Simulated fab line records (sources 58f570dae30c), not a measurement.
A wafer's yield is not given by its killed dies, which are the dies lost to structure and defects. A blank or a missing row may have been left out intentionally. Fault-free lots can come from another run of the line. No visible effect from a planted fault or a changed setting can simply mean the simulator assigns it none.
8D (eight disciplines) problem report, filled in by code | flow berkeley-cmos170 | the parts of the form that need people (team, actions taken, sign-off) are left out

== 1. PROBLEM STATEMENT ==
Wafers without a fault read 223.5 s, standard deviation 0.76; run-length-s at UCB170_M3_METAL_ETCH_18 reads a mean of 241.0 s on 6 wafers belonging to 2 lots. That puts it +23 standard deviations away from the usual mean.
The step: etches Al in Cl2/BCl3, stops on SiO2, target depth 1170 nm, time 195 s.
The first sign was on wafer L991.3 at day 12 15:24, on rie-metal-02. The record holds 42 wafers of 14 lots with a number at this step. Rule for "out", or "out of limits": more than 4 standard deviations from the usual mean. All remaining wafers that have a number are taken as sound.

== 2. WHAT IT IS, WHAT IT ISN'T ==
question                    | is                     | is not
which readings at this step | run-length-s           | drypump-motor-current-A, mfc-cl2-sccm, throttle-valve-pct
which lots                  | L991, L995             | L100, L978, L979, L980, L981, L982, L983, L984, L985, L994, L997, L999
which wafers of those lots  | all that have a number | -
read on which tools         | rie-metal-02           | rie-metal-01, rie-metal-04
when                        | from day 12 15:24      | up to then (24 sound wafers); but 12 sound wafers of L100, L994, L997, L999 came after

== 3. SUSPECTS, AND WHAT RULES EACH OUT ==
Counting: a tool stays on the suspect list if, at a process step up to the reading, it processed all lots that are out and no sound lot following the first of them.
- rie-metal-02 at UCB170_M3_METAL_ETCH_18 (etches Al in Cl2/BCl3, stops on SiO2, target depth 1170 nm, time 195 s): kept. All lots that are out passed through it, beginning with L991 at day 12 15:24, and no sound lot followed; its final sound lot before that point was L983 at day 10 12:57. Its own readings are out on those wafers: run-length-s.
The count leaves rie-metal-02 at UCB170_M3_METAL_ETCH_18.

== 4. THE CAUSE (what the simulator had put in) ==
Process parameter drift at UCB170_M3_METAL_ETCH_18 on rie-metal-02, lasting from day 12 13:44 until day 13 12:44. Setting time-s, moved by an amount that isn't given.
This tool alone remained once counting was done.

== 5. THE EFFECT CHAIN, in route order ==
One row per reading whose mean, taken over the struck wafers that have a number, lies over 3 standard deviations from the usual. Only readings whose record carries a usual standard deviation are examined. hours: median over the lots of the time between each lot's start at the first step of this table that gives one and its start at this step. sigmas: the change, counted in usual standard deviations.
hours | step                    | reading        | usual      | on struck wafers | change | sigmas
0     | UCB170_M3_METAL_ETCH_18 | run-length-s   | 223.5 s    | 241.0            | +17.5  | +23
0     | UCB170_M3_STRIP_19      | oes-product-au | 0.544 a.u. | 0.464            | -0.080 | -5.7
Its process steps:
- UCB170_M3_METAL_ETCH_18: etches Al in Cl2/BCl3, stops on SiO2, target depth 1170 nm, time 195 s.
- UCB170_M3_STRIP_19: strips in O2.

== 6. HOW IT WOULD HAVE BEEN CAUGHT EARLIER ==
The fault began at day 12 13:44; the first out-of-limits reading in this record came at day 12 15:24, 2 hours later.
